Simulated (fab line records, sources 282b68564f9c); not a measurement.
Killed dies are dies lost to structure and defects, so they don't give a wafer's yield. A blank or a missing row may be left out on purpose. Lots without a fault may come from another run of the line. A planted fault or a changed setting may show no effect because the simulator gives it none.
Split-lot experiment | flow rit_cmos | 5 lots, 23 wafers read, on a route of 202 steps

THE SPLIT
At RIT_REOX_OXIDATION_03 (target thk 25.2 nm, ox time 5580 s), the setting temp_c was moved away from the recipe's 900 C on 20 of the 23 wafers read, by -1.5% to -0.8%. The other wafers ran this setting at the recipe's value.

The reading is taken at the split's own step.

THE READING
SiO2_of_REOX_OXIDATION_03.thk_nm (the simulator's own value, which no gauge read), in nm, at RIT_REOX_OXIDATION_03 (target thk 25.2 nm, ox time 5580 s). The file gives no usual value for it. The 3 wafers here that ran the recipe average 25.67 nm, standard deviation 0.15 nm.

wafer  | tool, chamber at the split | temp_c as run, C | against the recipe | SiO2_of_REOX_OXIDATION_03.thk_nm, nm | against lot-mates on the recipe
L074.1 | -, -                       | 892.7            | -0.8%              | 22.81                                | no lot-mate on the recipe
L074.2 | -, -                       | 892.7            | -0.8%              | 22.69                                | no lot-mate on the recipe
L074.4 | -, -                       | 892.7            | -0.8%              | 23.32                                | no lot-mate on the recipe
L074.5 | -, -                       | 892.7            | -0.8%              | 22.86                                | no lot-mate on the recipe
L074.6 | -, -                       | 892.7            | -0.8%              | 22.71                                | no lot-mate on the recipe
L076.1 | furnace-01, 0              | 900              | recipe             | 25.87                                | -
L076.2 | furnace-01, 0              | 900              | recipe             | 25.53                                | -
L076.5 | furnace-01, 0              | 900              | recipe             | 25.61                                | -
L078.1 | -, -                       | 892.7            | -0.8%              | 23.41                                | no lot-mate on the recipe
L078.2 | -, -                       | 892.7            | -0.8%              | 23.27                                | no lot-mate on the recipe
L078.4 | -, -                       | 892.7            | -0.8%              | 23.53                                | no lot-mate on the recipe
L078.5 | -, -                       | 892.7            | -0.8%              | 23.31                                | no lot-mate on the recipe
L078.6 | -, -                       | 892.7            | -0.8%              | 23.19                                | no lot-mate on the recipe
L083.1 | -, -                       | 889.5            | -1.2%              | 23.22                                | no lot-mate on the recipe
L083.2 | -, -                       | 889.5            | -1.2%              | 23.36                                | no lot-mate on the recipe
L083.3 | -, -                       | 889.5            | -1.2%              | 22.76                                | no lot-mate on the recipe
L083.4 | -, -                       | 889.5            | -1.2%              | 23.12                                | no lot-mate on the recipe
L083.6 | -, -                       | 889.5            | -1.2%              | 23.33                                | no lot-mate on the recipe
L084.1 | -, -                       | 886.7            | -1.5%              | 21.14                                | no lot-mate on the recipe
L084.2 | -, -                       | 886.7            | -1.5%              | 21                                   | no lot-mate on the recipe
L084.3 | -, -                       | 886.7            | -1.5%              | 20.85                                | no lot-mate on the recipe
L084.4 | -, -                       | 886.7            | -1.5%              | 21.27                                | no lot-mate on the recipe
L084.5 | -, -                       | 886.7            | -1.5%              | 21.23                                | no lot-mate on the recipe

THE FIT
A straight line over all 23 wafers: SiO2_of_REOX_OXIDATION_03.thk_nm changes by +2.79 nm for each +1% of temp_c; r = +0.93; the points scatter about the line by 0.53 nm.
Too few moved wafers have a lot-mate on the recipe to fit a line with each lot's own level taken away.

THE FILE'S OWN FIT
SiO2_of_REOX_OXIDATION_03.thk_nm changes by +2.79 nm for each +1% of temp_c, r = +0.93.
